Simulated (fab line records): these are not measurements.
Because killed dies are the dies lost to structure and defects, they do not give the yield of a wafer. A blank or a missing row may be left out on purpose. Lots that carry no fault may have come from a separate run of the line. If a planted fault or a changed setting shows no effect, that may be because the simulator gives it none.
The tool behind it: which one?	flow rit cmos	7 lots with 21 wafers sampled at 2 steps, on a route of 202 steps

WHAT THE GAUGES SHOWED, per wafer
RIT_FOX1_THK_MEAS_01.
lot	measured	on	FOX1_OXIDE_THK (nm)
L647	day 2 04:04	film metro-01	361 355 357
L650	day 2 17:58	film metro-02	348 354 356
L652	day 3 04:40	film metro-02	353 344 349
L656	day 3 23:56	film metro-04	359 357 355
L658	day 4 09:50	film metro-04	304 303 300
L660	day 4 19:56	film metro-01	348 352 349
L668	day 6 13:23	film metro-01	354 357 362

WHICH TOOL RAN EACH LOT (tool, then ch and the chambers of the sampled wafers, then the start)
lot	RIT_FOX1_OXIDATION_00
L647	furnace-01 ch 0, day 2 02:45
L650	furnace-01 ch 0, day 2 16:39
L652	furnace-03 ch 0, day 3 03:22
L656	furnace-04 ch 0, day 3 22:38
L658	furnace-04 ch 0, day 4 08:30
L660	furnace-01 ch 0, day 4 18:38
L668	furnace-03 ch 0, day 6 12:03
- RIT_FOX1_OXIDATION_00: target thk 350.7 nm, ox time 1130 s.

THE ANSWER, worked out from the rows above alone
Rule: the usual values come from the lots themselves. Put in order of their means at a reading, lots are off if they are a third of the lots or fewer, leave a main group of 4 or more, and stand apart from it by a gap of 3 or more times the standard deviation of the main group's means; of several such gaps the widest counts. If all means in a main group match to the digits the tables above print for the reading, that group is not used. A lot without any number at a reading at which 4 lots or more have one is off too. All remaining lots with rows at the step are treated as sound.
Off: L658, at RIT_FOX1_THK_MEAS_01 (FOX1_OXIDE_THK). The main group has a mean of 354 nm with a standard deviation of 3.8.
A tool fits if, at a process step before that reading, it ran every lot that is off, and no sound lot after the first of them. Those tools and the gauges at RIT_FOX1_THK_MEAS_01 are tried in the same way. 2 tools fit, furnace-04 at RIT_FOX1_OXIDATION_00 and film metro-04 at RIT_FOX1_THK_MEAS_01, so this cannot tell which one it is.

WHAT HAD BEEN PUT IN BY THE SIMULATOR
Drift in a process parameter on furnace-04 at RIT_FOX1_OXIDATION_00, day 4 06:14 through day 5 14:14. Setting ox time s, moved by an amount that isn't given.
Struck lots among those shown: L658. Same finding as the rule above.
